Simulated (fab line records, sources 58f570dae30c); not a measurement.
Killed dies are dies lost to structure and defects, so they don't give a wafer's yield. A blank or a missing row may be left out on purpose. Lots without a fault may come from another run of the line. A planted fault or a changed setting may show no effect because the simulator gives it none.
Which tool did it? | flow berkeley_cmos170 | 7 lots, 21 wafers sampled, at 2 steps of a route of 331

WHAT THE GAUGES READ, wafer by wafer
UCB170_NSD_CD_MEAS_06: target cd 1200 nm.
lot  | measured     | on        | cd_nm (nm)
L963 | day 7 05:56  | cd_sem-02 | 1202.8 1202.5 1202.4
L966 | day 8 11:07  | cd_sem-01 | 1199.2 1199.3 1199.8
L968 | day 8 12:04  | cd_sem-01 | 1200.9 1199.9 1200.3
L973 | day 9 12:02  | cd_sem-02 | 1199.9 1200.5 1199.9
L978 | day 10 04:04 | cd_sem-01 | 1208.4 1209.0 1208.4 1208.6 1208.5 1207.8
L980 | day 11 03:49 | cd_sem-01 | 1200.8 1201.4 1199.1
L982 | day 11 03:17 | cd_sem-02 | 1199.5 1197.6 1198.7

WHICH TOOL RAN EACH LOT (tool, then ch and the chambers of the sampled wafers, then the start)
lot  | UCB170_NSD_PEB_04
L963 | litho_track-01 ch 0, day 7 05:40
L966 | litho_track-01 ch 0, day 8 10:50
L968 | litho_track-02 ch 0, day 8 11:47
L973 | litho_track-03 ch 0, day 9 11:46
L978 | litho_track-03 ch 0, day 10 03:46
L980 | litho_track-02 ch 0, day 11 03:32
L982 | litho_track-01 ch 0, day 11 03:00
- UCB170_NSD_PEB_04

THE ANSWER, worked out from the rows above alone
Rule: what is usual is taken from the lots themselves. Put in order of their means at a reading, lots are off if they are a third of the lots or fewer, leave a main group of 4 or more, and stand apart from it by a gap of 3 or more times the standard deviation of the main group's means; of several such gaps the widest counts. A main group whose means are all the same, to the digits that the tables above print for the reading, isn't used. A lot without any number at a reading at which 4 lots or more have one is off too. The other lots that the step has rows for count as sound.
Off: L978, at UCB170_NSD_CD_MEAS_06 (cd_nm). The main group: mean 1200.2 nm, standard deviation 1.2.
A tool fits if, at a process step before that reading, it ran every lot that is off, and no sound lot after the first of them. The gauges at UCB170_NSD_CD_MEAS_06 are tried like those tools. One fits: litho_track-03 at UCB170_NSD_PEB_04. Its last sound lot is L973 (day 9 11:46), its first lot that is off L978 (day 10 03:46): a fault that began between those two fits.

WHAT THE SIMULATOR HAD PUT IN
Process parameter drift: litho_track-03, from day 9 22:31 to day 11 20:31, at UCB170_NSD_PEB_04. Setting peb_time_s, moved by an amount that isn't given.
Lots struck among those shown: L978. The rule above found the same.
